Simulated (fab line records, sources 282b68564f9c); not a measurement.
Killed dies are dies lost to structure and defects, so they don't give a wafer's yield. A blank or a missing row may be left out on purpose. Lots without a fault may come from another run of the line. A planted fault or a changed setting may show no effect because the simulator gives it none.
Which tool did it? | flow rit_cmos | 14 lots, 42 wafers sampled, at 2 steps of a route of 202

WHAT THE GAUGES READ, wafer by wafer
The record holds no reading of a measuring or inspecting step that can be judged against a usual standard deviation.

WHICH TOOL RAN EACH LOT (tool, then ch and the chambers of the sampled wafers, then the start)
lot  | RIT_CONTACT_STRIP_12                | RIT_M1_PROBE_99
L620 | plasma_asher-02 ch 0,1, day 3 09:20 | -
L621 | plasma_asher-04 ch 0,1, day 3 15:37 | -
L622 | plasma_asher-02 ch 0,1, day 3 19:16 | -
L623 | plasma_asher-03 ch 0,1, day 4 01:56 | -
L625 | plasma_asher-02 ch 0,1, day 4 09:18 | -
L626 | plasma_asher-03 ch 0,1, day 4 15:52 | -
L628 | plasma_asher-03 ch 0,1, day 5 02:20 | -
L633 | plasma_asher-03 ch 0,1, day 6 02:59 | prober-01, day 6 07:49
L634 | plasma_asher-03 ch 0,1, day 6 07:03 | prober-02, day 6 11:43
L635 | plasma_asher-04 ch 0, day 6 12:38   | -
L637 | plasma_asher-04 ch 0,1, day 6 22:16 | -
L639 | plasma_asher-02 ch 0,1, day 7 09:33 | -
L640 | plasma_asher-02 ch 0,1, day 7 12:59 | -
L642 | plasma_asher-04 ch 0,1, day 7 22:22 | -
- RIT_CONTACT_STRIP_12: strips in O2, time 180 s.
- RIT_M1_PROBE_99

WHAT THE TOOLS THEMSELVES READ (means of the sampled wafers that have a number; where no wafer has one, the mark that the record gives instead)
RIT_CONTACT_STRIP_12.
lot  | tool            | drypump_motor_current_A (A)
L620 | plasma_asher-02 | 5.7
L621 | plasma_asher-04 | 5.9
L622 | plasma_asher-02 | 5.6
L623 | plasma_asher-03 | 5.7
L625 | plasma_asher-02 | 5.6
L626 | plasma_asher-03 | 5.2
L628 | plasma_asher-03 | 5.7
L633 | plasma_asher-03 | 5.7
L634 | plasma_asher-03 | 5.2
L635 | plasma_asher-04 | 5.5
L637 | plasma_asher-04 | 5.7
L639 | plasma_asher-02 | 5.8
L640 | plasma_asher-02 | 5.8
L642 | plasma_asher-04 | 5.7

RIT_M1_PROBE_99.
lot  | tool      | killed_at_M0_to_M3 | killed_at_contacts | killed_at_front_end | killed_dies | killed_open | killed_short
L633 | prober-01 | 0.0                | 11.3               | 6.3                 | 17.7        | 3.7         | 2.7
L634 | prober-02 | 0.0                | 25.3               | 1.7                 | 27.0        | 0.7         | 1.0

THE ANSWER, worked out from the rows above alone
Rule: what is usual is taken from the lots themselves. Put in order of their means at a reading, lots are off if they are a third of the lots or fewer, leave a main group of 4 or more, and stand apart from it by a gap of 3 or more times the standard deviation of the main group's means; of several such gaps the widest counts. A main group whose means are all the same, to the digits that the tables above print for the reading, isn't used. A lot without any number at a reading at which 4 lots or more have one is off too. The other lots that the step has rows for count as sound. The gauges are gone through in route order, then the tools' own readings, and for those a lot's mean is taken as printed above. The first step at which some lot is off is used, and at that step the reading that is off furthest; a lot without a number counts as furthest.
No lot is off at any reading shown: from this, nothing can be told.

WHAT THE SIMULATOR HAD PUT IN
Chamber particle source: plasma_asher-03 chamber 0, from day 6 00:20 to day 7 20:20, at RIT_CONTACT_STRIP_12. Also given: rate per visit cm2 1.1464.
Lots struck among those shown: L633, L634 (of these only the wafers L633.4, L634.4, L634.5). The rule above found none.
